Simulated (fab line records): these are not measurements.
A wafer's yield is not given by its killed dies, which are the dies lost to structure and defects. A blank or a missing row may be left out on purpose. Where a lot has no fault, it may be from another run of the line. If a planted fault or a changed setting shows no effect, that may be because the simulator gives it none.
fab line records | flow rit_cmos
record: lots: 6 | wafers: 18 | last_day: 7
route steps=202 shown SILICIDE@167 CONTACT@168 M1@202
lots with no fault: from the same line, run without faults
start_h: start of the lot's first displayed wafer, in hours after the record's first day | wait_h: how many hours have passed since the lot's step before this one | " unchanged from the row above | L1.1+2: one row covering several wafers at once | - no value present, or no start provided | * or withheld: withheld | < > ~ a bound
route shown NAME@n: a module of which the file shows steps, and the number in the route of the first | usual: average and standard deviation across the fault-free wafers | same: alike in all rows | chamber/n: place in a boat | sites: the reading at each site | _std_site: the standard deviation of these | _edge_site: outer sites' mean less inner sites' | radius_mm: for every site, how far away it sits from the centre of the wafer | mask NAME#n: copy n | behind: the most recent tool/chamber to have shaped the wafer | hold: why the lot was held/for how many hours/how that ended | device: transistor that didn't switch, given as n, p or np | end of line: tests of these same wafers at the route's end | step lacking rows: just its recipe | killed: count of dies lost to structure and defects at first sort (not the wafer's yield) | map: shows each die of a wafer: x if killed, . if not, _ if none is there
set.NAME: setting as actually run; set.NAME@STEP: the setting as run at that earlier step | model.NAME: the simulator's own value behind a step, which no gauge read
certain route steps with their lots: each step a table, each wafer a row
services: the hour from which a tool's chamber was out of use, counted from the record's first day as start_h (under 0 if before that day), plus the number of hours and why
== steps ==
step: RIT_SILICIDE_RTA_06
recipe: temp_c: 750 | time_s: 10 | idle_temp_c: 25 | ramp_up_s: 5 | ramp_down_s: 10 | cool_to_c: 25 | ambient: N2
usual: wafer_temp_C_max: 753.4/1.9
same: time_s: 10
lot.wafer | tool          | chamber | start_h | wait_h | wafer_temp_C_max
L855.2    | rtp_anneal-02 | 0       | 60.44   | 0.0    | 754.7
L855.4    | "             | 0       | "       | "      | 754.8
L855.6    | "             | 0       | "       | "      | 755.9
L856.3    | rtp_anneal-01 | 0       | 65.36   | 0.0    | 751.8
L856.4    | "             | 0       | "       | "      | 751.7
L856.5    | "             | 0       | "       | "      | 751.0
L868.4    | rtp_anneal-01 | 0       | 126.45  | 0.0    | 751.9
L868.5    | "             | 0       | "       | "      | 751.3
L868.6    | "             | 0       | "       | "      | 751.4
L871.2    | rtp_anneal-02 | 0       | 146.12  | 0.0    | 755.5
L871.3    | "             | 0       | "       | "      | 755.0
L871.5    | "             | 0       | "       | "      | 755.1
L872.1    | rtp_anneal-01 | 0       | 150.72  | 0.0    | 751.6
L872.3    | "             | 0       | "       | "      | 751.3
L872.6    | "             | 0       | "       | "      | 751.2
L873.4    | rtp_anneal-02 | 0       | 155.08  | 0.0    | 755.5
L873.5    | "             | 0       | "       | "      | 754.0
L873.6    | "             | 0       | "       | "      | 754.7
step: RIT_CONTACT_CVD_00
recipe: material: SiO2 | target_thk_nm: 400 | precursor: TEOS | temp_c: 390 | time_s: 61 | rf_w: 400
usual: heater_power_w: 314/54
same: time_s: 61
lot.wafer | tool     | chamber | start_h | wait_h | heater_power_w
L855.2    | pecvd-04 | 2       | 60.50   | 0.0    | 281
L855.4    | "        | 1       | "       | "      | 276
L855.6    | "        | 2       | "       | "      | 291
L856.3    | pecvd-03 | 2       | 65.40   | 0.0    | 373
L856.4    | "        | 2       | "       | "      | 381
L856.5    | "        | 0       | "       | "      | 337
L868.4    | pecvd-01 | 0       | 126.51  | 0.0    | 239
L868.5    | "        | 1       | "       | "      | 359
L868.6    | "        | 2       | "       | "      | 364
L871.2    | pecvd-01 | 0       | 146.17  | 0.0    | 260
L871.3    | "        | 2       | "       | "      | 343
L871.5    | "        | 2       | "       | "      | 350
L872.1    | pecvd-03 | 1       | 150.78  | 0.1    | 230
L872.3    | "        | 0       | "       | "      | 319
L872.6    | "        | 0       | "       | "      | 331
L873.4    | pecvd-04 | 0       | 155.14  | 0.0    | 330
L873.5    | "        | 2       | "       | "      | 311
L873.6    | "        | 1       | "       | "      | 250
step: RIT_CONTACT_THK_MEAS_01
recipe: reads: SiO2_of_CONTACT_CVD_00
usual: CONTACT_TEOS_THK: 399/5.9
lot.wafer | tool          | chamber | start_h | wait_h | CONTACT_TEOS_THK[nm]
L855.2    | film_metro-02 | -       | 60.56   | 0.0    | 395
L855.4    | "             | -       | "       | "      | 405
L855.6    | "             | -       | "       | "      | 409
L856.3    | film_metro-02 | -       | 65.47   | 0.0    | 396
L856.4    | "             | -       | "       | "      | 397
L856.5    | "             | -       | "       | "      | 393
L868.4    | film_metro-03 | -       | 126.57  | 0.0    | 407
L868.5    | "             | -       | "       | "      | 395
L868.6    | "             | -       | "       | "      | 395
L871.2    | film_metro-02 | -       | 146.23  | 0.0    | 407
L871.3    | "             | -       | "       | "      | 391
L871.5    | "             | -       | "       | "      | 395
L872.1    | film_metro-03 | -       | 150.83  | 0.0    | 401
L872.3    | "             | -       | "       | "      | 387
L872.6    | "             | -       | "       | "      | 395
L873.4    | film_metro-04 | -       | 155.19  | 0.0    | 409
L873.5    | "             | -       | "       | "      | 411
L873.6    | "             | -       | "       | "      | 407
step: RIT_CONTACT_HMDS_02
recipe: prime_time_s: 60 | prime_temp_c: 140
step: RIT_CONTACT_COAT_03
recipe: resist: NOVOLAK | spin_rpm: 3250 | resist_thk_nm: 1000
step: RIT_CONTACT_SOFTBAKE_04
recipe: resist: NOVOLAK | temp_c: 90 | time_s: 60
step: RIT_CONTACT_EXPOSE_05
recipe: mask_id: M11 | na: 0.6 | source_shape: conventional | sigma_outer: 0.5 | target_cd_nm: 1000 | dose_mj: 250
step: RIT_CONTACT_PEB_06
recipe: resist: NOVOLAK | temp_c: withheld | time_s: withheld
step: RIT_CONTACT_DEVELOP_07
recipe: resist: NOVOLAK | develop_time_s: 120 | dev_temp_c: 23.46
step: RIT_CONTACT_CD_MEAS_08
recipe: target_cd_nm: 1000
usual: cd_nm: 1001.3/2.2
lot.wafer | tool      | chamber | start_h | wait_h | cd_nm
L855.2    | cd_sem-02 | -       | 61.60   | -      | 1003.4
L855.4    | "         | -       | "       | "      | 1002.4
L855.6    | "         | -       | "       | "      | 1002.4
L856.3    | cd_sem-02 | -       | 66.52   | -      | 1000.0
L856.4    | "         | -       | "       | "      | 998.0
L856.5    | "         | -       | "       | "      | 998.2
L868.4    | cd_sem-02 | -       | 127.62  | -      | 1002.3
L868.5    | "         | -       | "       | "      | 1001.8
L868.6    | "         | -       | "       | "      | 1002.1
L871.2    | cd_sem-02 | -       | 147.70  | -      | 1000.6
L871.3    | "         | -       | "       | "      | 998.1
L871.5    | "         | -       | "       | "      | 998.7
L872.1    | cd_sem-02 | -       | 151.98  | -      | 1000.2
L872.3    | "         | -       | "       | "      | 1000.8
L872.6    | "         | -       | "       | "      | 1000.5
L873.4    | cd_sem-02 | -       | 156.25  | -      | 1003.8
L873.5    | "         | -       | "       | "      | 1001.4
L873.6    | "         | -       | "       | "      | 1002.2
step: RIT_CONTACT_OVL_MEAS_09
usual: CONTACT_OVL: -0.8/1.2
lot.wafer | tool       | chamber | start_h | wait_h | CONTACT_OVL[nm]
L855.2    | overlay-01 | -       | 61.70   | 0.1    | -1.6
L855.4    | "          | -       | "       | "      | -1.7
L855.6    | "          | -       | "       | "      | -1.8
L856.3    | overlay-02 | -       | 66.61   | 0.1    | -0.3
L856.4    | "          | -       | "       | "      | -3.9
L856.5    | "          | -       | "       | "      | -0.7
L868.4    | overlay-02 | -       | 127.70  | 0.1    | -0.6
L868.5    | "          | -       | "       | "      | 1.0
L868.6    | "          | -       | "       | "      | -0.3
L871.2    | overlay-01 | -       | 147.81  | 0.1    | 1.9
L871.3    | "          | -       | "       | "      | 0.2
L871.5    | "          | -       | "       | "      | 1.5
L872.1    | overlay-02 | -       | 152.10  | 0.1    | -1.2
L872.3    | "          | -       | "       | "      | -0.5
L872.6    | "          | -       | "       | "      | -0.3
L873.4    | overlay-01 | -       | 156.33  | 0.1    | 0.4
L873.5    | "          | -       | "       | "      | -0.1
L873.6    | "          | -       | "       | "      | 0.9
step: RIT_CONTACT_HARDBAKE_10
recipe: resist: NOVOLAK | temp_c: 140 | time_s: 60
step: RIT_CONTACT_ETCH_11
recipe: target_depth_a: 4800 | over_etch_frac: 0.2 | stop_on: TiSi2 | chemistry: CHF3/CF4/Ar | target: SiO2 | CHF3_flow_sccm: 50 | cf4_flow_sccm: 10 | Ar_flow_sccm: 100 | O2_flow_sccm: 5 | pressure_mtorr: 100 | rf_w: 200 | time_s: 320
usual: drypump_motor_current_A: 5.8/0.34 | oes_product_au: 0.987/0.017 | over_etch_frac: 0.2/0 | throttle_valve_pct: 8.85/0.13
same: time_s: 320
lot.wafer | tool        | chamber | start_h | wait_h | drypump_motor_current_A | oes_product_au | over_etch_frac | rf_hours_counter_h | throttle_valve_pct | model.NOVOLAK_of_CONTACT_COAT_03.thk_nm
L855.2    | rie_diel-02 | 2       | 61.88   | 0.1    | 5.7                     | 0.968          | 0.2            | 82                 | 9.07               | 771.7
L855.4    | "           | 1       | "       | "      | 5.9                     | 0.986          | 0.2            | 63                 | 8.92               | 766.6
L855.6    | "           | 1       | "       | "      | 5.9                     | 0.980          | 0.2            | -                  | 8.89               | 770.2
L856.3    | rie_diel-04 | 0       | 66.78   | 0.1    | 6.3                     | 1.008          | 0.2            | 19                 | 8.83               | 769.8
L856.4    | "           | 3       | "       | "      | 5.3                     | 1.016          | 0.2            | 108                | 8.99               | 770.8
L856.5    | "           | 3       | "       | "      | 5.3                     | 1.015          | 0.2            | -                  | 8.98               | 770.2
L868.4    | rie_diel-04 | 1       | 127.89  | 0.1    | 6.0                     | 0.972          | 0.7            | 100                | 8.89               | 715.1
L868.5    | "           | 0       | "       | "      | 6.3                     | 0.998          | 0.7            | -                  | 8.83               | 717.7
L868.6    | "           | 1       | "       | "      | 6.0                     | 0.963          | 0.7            | -                  | 8.88               | 715.3
L871.2    | rie_diel-04 | 0       | 147.99  | 0.1    | 6.3                     | 1.000          | 0.7            | 20                 | 8.80               | 717.4
L871.3    | "           | 1       | "       | "      | 6.0                     | 0.967          | 0.7            | 100                | 8.88               | 716.4
L871.5    | "           | 2       | "       | "      | 5.9                     | 0.980          | 0.7            | -                  | 8.73               | 718.6
L872.1    | rie_diel-01 | 1       | 152.29  | 0.1    | 5.7                     | 0.977          | 0.2            | 7                  | 8.69               | 766.6
L872.3    | "           | 0       | "       | "      | 6.5                     | 0.968          | 0.2            | 5                  | 9.05               | 767.8
L872.6    | "           | 1       | "       | "      | 5.7                     | 0.976          | 0.2            | -                  | 8.71               | 770.1
L873.4    | rie_diel-02 | 3       | 156.50  | 0.1    | 5.3                     | 0.953          | 0.2            | 135                | 8.81               | 769.1
L873.5    | "           | 2       | "       | "      | 5.7                     | 0.968          | 0.2            | -                  | 9.06               | 773.8
L873.6    | "           | 1       | "       | "      | 5.9                     | 0.986          | 0.2            | -                  | 8.91               | 773.2
step: RIT_CONTACT_STRIP_12
recipe: chemistry: O2 | time_s: 180 | resist: NOVOLAK | platen_temp_c: withheld | power_w: 500 | pressure_mtorr: 4000 | o2_flow_sccm: 4000
usual: drypump_motor_current_A: 5.6/0.43
same: time_s: 180
lot.wafer | tool            | chamber | start_h | wait_h | drypump_motor_current_A | rf_hours_counter_h
L855.2    | plasma_asher-02 | 0       | 62.08   | 0.1    | 5.6                     | 26
L855.4    | "               | 0       | "       | "      | 5.6                     | -
L855.6    | "               | 1       | "       | "      | 5.7                     | -
L856.3    | plasma_asher-02 | 0       | 67.04   | 0.2    | 5.6                     | -
L856.4    | "               | 1       | "       | "      | 5.7                     | -
L856.5    | "               | 1       | "       | "      | 5.7                     | -
L868.4    | plasma_asher-02 | 1       | 128.15  | 0.2    | 5.7                     | -
L868.5    | "               | 1       | "       | "      | 5.7                     | -
L868.6    | "               | 0       | "       | "      | 5.6                     | -
L871.2    | plasma_asher-02 | 0       | 148.18  | 0.1    | 5.6                     | 34
L871.3    | "               | 0       | "       | "      | 5.6                     | -
L871.5    | "               | 0       | "       | "      | 5.6                     | -
L872.1    | plasma_asher-02 | 1       | 152.48  | 0.1    | 5.7                     | 35
L872.3    | "               | 0       | "       | "      | 5.6                     | -
L872.6    | "               | 1       | "       | "      | 5.7                     | -
L873.4    | plasma_asher-02 | 1       | 156.75  | 0.2    | 5.7                     | -
L873.5    | "               | 1       | "       | "      | 5.7                     | -
L873.6    | "               | 0       | "       | "      | 5.6                     | -
step: RIT_M1_PROBE_99
usual: killed_at_M0_to_M3: 0.0/0.16 | killed_at_front_end: 6.7/2.9 | killed_dies: 6.8/2.9 | killed_open: 3.5/1.8 | killed_short: 3.3/2.1
same: gross_dies: 264 | killed_at_M4_up: 0 | killed_at_back_side: 0 | killed_at_contacts: 0 | killed_at_other: 0
lot.wafer | tool      | chamber | start_h | wait_h | killed_at_M0_to_M3 | killed_at_front_end | killed_dies | killed_open | killed_short | model.etest.nmos_0p15.junction_log10_a_um | model.etest.nmos_narrow.off_log10_a_um | model.etest.nmos_0p3.off_log10_a_um | model.etest.gate_end_array.leak_log10_a_um | model.etest.pmos_0p15.junction_log10_a_um | model.etest.contact_diode_array.leak_log10_a | model.etest.pmos_0p3.off_log10_a_um | model.etest.select_edge_diode_n.leak_log10_a
L855.2    | prober-02 | -       | 66.79   | 0.1    | 0                  | 5                   | 5           | 1           | 4            | -13.35                                    | -13.13                                 | -12.88                              | -12.73                                     | -13.78                                    | -9.209                                       | -12.92                              | -9.778
L855.4    | prober-02 | -       | 66.89   | 0.2    | 0                  | 6                   | 6           | 4           | 2            | -13.54                                    | -13.22                                 | -13.07                              | -12.87                                     | -13.8                                     | -9.518                                       | -12.9                               | -9.507
L855.6    | prober-02 | -       | 66.99   | 0.2    | 0                  | 9                   | 9           | 2           | 6            | -13.42                                    | -13.23                                 | -12.82                              | -12.58                                     | -13.67                                    | -9.443                                       | -12.83                              | -9.654
L856.3    | prober-01 | -       | 71.93   | 0.2    | 0                  | 11                  | 11          | 6           | 5            | -13.68                                    | -13.24                                 | -13.04                              | -12.91                                     | -13.72                                    | -9.346                                       | -12.92                              | -9.504
L856.4    | prober-01 | -       | 71.98   | 0.2    | 0                  | 5                   | 5           | 3           | 2            | -13.61                                    | -13.26                                 | -13.08                              | -12.92                                     | -13.68                                    | -9.074                                       | -13.04                              | -9.749
L856.5    | prober-01 | -       | 72.03   | 0.2    | 0                  | 5                   | 5           | 2           | 3            | -13.5                                     | -13.06                                 | -13.07                              | -12.93                                     | -13.84                                    | -9.562                                       | -12.83                              | -9.786
L868.4    | prober-01 | -       | 133.05  | 0.2    | 0                  | 12                  | 12          | 7           | 5            | -10.96                                    | -10.95                                 | -10.95                              | -10.8                                      | -11.95                                    | -7.649                                       | -11.91                              | -8.822
L868.5    | prober-01 | -       | 133.10  | 0.2    | 0                  | 10                  | 10          | 4           | 6            | -11.1                                     | -11.1                                  | -11.1                               | -10.89                                     | -12.09                                    | -7.718                                       | -12.05                              | -9.106
L868.6    | prober-01 | -       | 133.15  | 0.2    | 0                  | 9                   | 9           | 4           | 5            | -10.8                                     | -10.8                                  | -10.8                               | -10.61                                     | -11.8                                     | -7.429                                       | -11.78                              | -8.554
L871.2    | prober-01 | -       | 153.82  | 0.1    | 0                  | 7                   | 7           | 3           | 4            | -11.26                                    | -11.26                                 | -11.25                              | -11.05                                     | -12.25                                    | -7.968                                       | -12.12                              | -9.038
L871.3    | prober-01 | -       | 153.87  | 0.2    | 0                  | 8                   | 8           | 2           | 6            | -10.68                                    | -10.68                                 | -10.68                              | -10.35                                     | -11.68                                    | -7.321                                       | -11.66                              | -8.651
L871.5    | prober-01 | -       | 153.97  | 0.2    | 0                  | 13                  | 13          | 8           | 5            | -10.43                                    | -10.43                                 | -10.43                              | -10.19                                     | -11.43                                    | -7.197                                       | -11.42                              | -8.497
L872.1    | prober-02 | -       | 157.36  | 0.1    | 0                  | 11                  | 11          | 6           | 5            | -13.43                                    | -13.05                                 | -12.88                              | -12.72                                     | -13.83                                    | -9.479                                       | -12.9                               | -9.937
L872.3    | prober-02 | -       | 157.46  | 0.2    | 0                  | 6                   | 6           | 2           | 4            | -13.13                                    | -13.03                                 | -12.94                              | -12.71                                     | -13.72                                    | -9.228                                       | -12.94                              | -9.635
L872.6    | prober-02 | -       | 157.61  | 0.2    | 0                  | 8                   | 8           | 4           | 4            | -13.29                                    | -13.12                                 | -13.01                              | -12.83                                     | -13.79                                    | -9.368                                       | -12.93                              | -9.761
L873.4    | prober-01 | -       | 161.57  | 0.2    | 0                  | 7                   | 7           | 5           | 2            | -13.5                                     | -13.24                                 | -13.12                              | -12.87                                     | -13.81                                    | -9.422                                       | -12.77                              | -9.786
L873.5    | prober-01 | -       | 161.62  | 0.2    | 1                  | 5                   | 6           | 3           | 3            | -13.4                                     | -13.16                                 | -13                                 | -12.83                                     | -13.76                                    | -9.649                                       | -12.91                              | -9.992
L873.6    | prober-01 | -       | 161.67  | 0.2    | 0                  | 5                   | 5           | 1           | 4            | -13.63                                    | -13.21                                 | -13.02                              | -12.77                                     | -13.73                                    | -9.486                                       | -13.06                              | -9.842
killed by level:class
L855.2 FOX1:geometric_particle:short=2 REOX:geometric_particle:open=1 REOX:geometric_particle:short=1 SPACER:geometric_particle:short=1
L855.4 GATE:geometric_particle:open=2 SPACER:geometric_particle:open=2 GATE:geometric_particle:short=1 REOX:geometric_particle:short=1
L855.6 GATE:geometric_particle:short=2 SPACER:geometric_particle:short=2 FOX1:geometric_particle:short=1 REOX:geometric_particle:open=1 REOX:geometric_particle:short=1 SPACER:geometric_particle:open=1 PWELL:coat_microbubble_printed=1
L856.3 GATE:geometric_particle:open=4 REOX:geometric_particle:short=2 FOX2:geometric_particle:short=1 GATE:geometric_particle:short=1 REOX:geometric_particle:open=1 SPACER:geometric_particle:open=1 SILICIDE:geometric_particle:short=1
L856.4 GATE:geometric_particle:short=2 FOX1:geometric_particle:open=1 SPACER:geometric_particle:open=1 SILICIDE:geometric_particle:open=1
L856.5 FOX1:geometric_particle:short=1 FOX2:geometric_particle:open=1 FOX2:geometric_particle:short=1 GATE:geometric_particle:short=1 SILICIDE:geometric_particle:open=1
L868.4 REOX:geometric_particle:short=3 FOX1:geometric_particle:open=2 GATE:geometric_particle:open=2 GATE:geometric_particle:short=1 REOX:geometric_particle:open=1 SPACER:geometric_particle:open=1 SILICIDE:geometric_particle:short=1 SILICIDE:geometric_particle:open=1
L868.5 SILICIDE:geometric_particle:short=4 SPACER:geometric_particle:open=2 FOX2:geometric_particle:short=1 GATE:geometric_particle:short=1 REOX:geometric_particle:open=1 SILICIDE:geometric_particle:open=1
L868.6 GATE:geometric_particle:open=3 REOX:geometric_particle:short=2 ACTIVE:geometric_particle:short=1 GATE:geometric_particle:short=1 SPACER:geometric_particle:short=1 SILICIDE:geometric_particle:open=1
L871.2 REOX:geometric_particle:open=2 SPACER:geometric_particle:short=2 GATE:geometric_particle:short=1 GATE:geometric_particle:open=1 REOX:geometric_particle:short=1
L871.3 GATE:geometric_particle:open=2 FOX1:geometric_particle:short=1 FOX2:geometric_particle:short=1 GATE:geometric_particle:short=1 REOX:geometric_particle:short=1 SPACER:geometric_particle:short=1 SILICIDE:geometric_particle:short=1
L871.5 GATE:geometric_particle:open=4 GATE:geometric_particle:short=3 SPACER:geometric_particle:open=3 FOX1:geometric_particle:open=1 SPACER:geometric_particle:short=1 SILICIDE:geometric_particle:short=1
L872.1 SILICIDE:geometric_particle:open=3 FOX1:geometric_particle:short=2 GATE:geometric_particle:open=2 SILICIDE:geometric_particle:short=2 GATE:geometric_particle:short=1 REOX:geometric_particle:open=1
L872.3 FOX1:geometric_particle:short=2 GATE:geometric_particle:open=1 GATE:geometric_particle:short=1 SPACER:geometric_particle:short=1 SPACER:geometric_particle:open=1
L872.6 GATE:geometric_particle:open=3 GATE:geometric_particle:short=3 SILICIDE:geometric_particle:short=1 SILICIDE:geometric_particle:open=1
L873.4 FOX1:geometric_particle:short=2 FOX1:geometric_particle:open=2 GATE:geometric_particle:open=1 REOX:geometric_particle:open=1 SPACER:geometric_particle:open=1
L873.5 FOX1:geometric_particle:short=2 FOX1:geometric_particle:open=1 REOX:geometric_particle:short=1 SPACER:geometric_particle:open=1 M1:geometric_particle:open=1
L873.6 SILICIDE:geometric_particle:short=2 GATE:geometric_particle:short=1 SPACER:geometric_particle:short=1 SILICIDE:geometric_particle:open=1
== services ==
tool            | chamber | start_h | hours | kind
pecvd-01        | -       | 43.23   | 2.8   | pm
rie_diel-01     | 1       | 59.20   | 21.4  | repair
rie_diel-04     | -       | 62.88   | 2.8   | pm
rie_diel-04     | 3       | 70.85   | 2.9   | repair
rie_diel-02     | 3       | 78.01   | 6.5   | repair
pecvd-03        | -       | 80.27   | 0.7   | repair
rie_diel-01     | 2       | 80.58   | -     | clean
rie_diel-01     | 2       | 80.58   | 10.5  | scheduled_down
rie_diel-01     | 2       | 80.58   | 10.5  | vent_cycle
plasma_asher-02 | -       | 86.70   | 8.5   | repair
pecvd-04        | 2       | 102.56  | 9.9   | repair
plasma_asher-02 | -       | 108.22  | 1.9   | repair
rtp_anneal-02   | -       | 151.11  | 1.1   | pm
rie_diel-04     | 2       | 156.44  | 4.2   | repair
pecvd-03        | -       | 156.69  | 1.4   | repair
== key ==
first_sign: step: RIT_CONTACT_ETCH_11 | reading: over_etch_frac | direction: up | sigmas: 99+ | usual: 0.2 | struck: 0.7
effect none on later readings
model_effect: step: RIT_CONTACT_ETCH_11 | value: NOVOLAK_of_CONTACT_COAT_03.thk_nm | without: 765 | struck: 716.8
model_effect: step: RIT_M1_PROBE_99 | value: etest.nmos_0p15.junction_log10_a_um | without: -13.44 | struck: -10.87
met_at RIT_CONTACT_ETCH_11
struck_wafers L868.4,L868.5,L868.6,L871.2,L871.3,L871.5
tester_left_out L868,L871
onset_between 66.78 127.89
fault: kind: process_parameter_drift | tool: rie_diel-04 | chamber: - | onset_h: 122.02 | steps: RIT_CONTACT_ETCH_11 | channel: over_etch_frac | offset: 0.5 | shape: step | end_h: 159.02 | acts_in: these_recipes_only | stated: 0.2
tester_left_out: of these lots the tester's yield and bins aren't shown, on N5 and GAA mostly nor the transistor test; their killed dies are dies lost to structure and defects alone, not to doping, threshold or leakage, so they don't give the yield
